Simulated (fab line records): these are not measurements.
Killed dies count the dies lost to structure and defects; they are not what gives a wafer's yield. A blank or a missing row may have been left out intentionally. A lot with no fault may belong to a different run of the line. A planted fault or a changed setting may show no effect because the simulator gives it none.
Problem report, 8D (eight disciplines) form, completed by code || flow berkeley cmos170 || the parts of the form that need people (team, actions taken, sign-off) are left out

## 1. WHAT WENT WRONG
At UCB170_M3_SOFTBAKE_06, run length s averages 106.78 s over 5 wafers from 2 lots, while fault-free wafers read 89.17 s, standard deviation 0.12. That is +99 or more standard deviations from the usual mean.
The step: time 60 s.
Earliest sighting: wafer L466.4 on litho track-03 at day 11 07:20. At this step, 38 wafers from 13 lots have a number in the record. Rule for "out" (also "out of limits"): further than 4 standard deviations from the usual mean. Any other wafer with a number is counted as sound.

## 2. WHAT IT IS, WHAT IT ISN'T
{"question": "which readings at this step", "is": "run length s", "is not": "-"}
{"question": "which lots", "is": "L466, L469", "is not": "L456, L457, L458, L459, L461, L462, L465, L472, L475, L478, L479"}
{"question": "which wafers of those lots", "is": "all that have a number", "is not": "-"}
{"question": "read on which tools", "is": "litho track-03", "is not": "litho track-01, litho track-02"}
{"question": "when", "is": "from day 11 07:20", "is not": "up to then (21 sound wafers); but 12 sound wafers of L472, L475, L478, L479 came after"}

## 3. THE SUSPECTS, EACH WITH WHAT RULES IT OUT
Counting: a tool at a process step up to the reading stays a suspect if it ran every lot that is out and no sound lot after the first of them.
- rie diel-04 at UCB170_V2_ETCH_14 (etches SiO2 in CHF3/CF4/Ar, stops on Al, target depth 1250 nm, time 291 s): ruled out as a lasting fault. After its first lot that is out, L466 (day 11 06:05), sound lots L479, L478 ran on it.
- litho track-03 at UCB170_M3_SOFTBAKE_06 (time 60 s): kept. All lots that are out passed through it, beginning with L466 at day 11 07:20, and no sound lot followed; its final sound lot before that point was L462 at day 9 21:54. Its own readings are out on those wafers: run length s.
After counting, what remains is litho track-03 at UCB170_M3_SOFTBAKE_06.

## 4. THE CAUSE (what the simulator had put in)
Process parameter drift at UCB170_M3_SOFTBAKE_06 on litho track-03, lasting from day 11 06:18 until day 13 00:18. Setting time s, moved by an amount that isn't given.
After counting, this tool was the only one left.

## 5. THE CHAIN OF EFFECTS, in route order
Each row: a reading whose mean over the struck wafers that have a number lies more than 3 standard deviations from the usual. Only readings for which the record gives a usual standard deviation are gone through. hours: the time from each lot's start at the first step in this table that gives one to its start at this step, as a median over the lots. sigmas: the change in usual standard deviations.
{"hours": 0, "step": "UCB170_M3_SOFTBAKE_06", "reading": "run length s", "usual": "89.17 s", "on struck wafers": 106.78, "change": "+17.61", "sigmas": "+99 or more"}
Its process steps:
- UCB170_M3_SOFTBAKE_06: time 60 s.
At these later measuring or inspecting steps, every struck wafer for which the step has a row has a number for every such reading, and none has moved that far: UCB170_M3_OVL_MEAS_16.

## 6. WHAT WOULD HAVE CAUGHT IT SOONER
In this record the first reading out of limits was taken at day 11 07:20, 1 hour after the fault began at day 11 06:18.
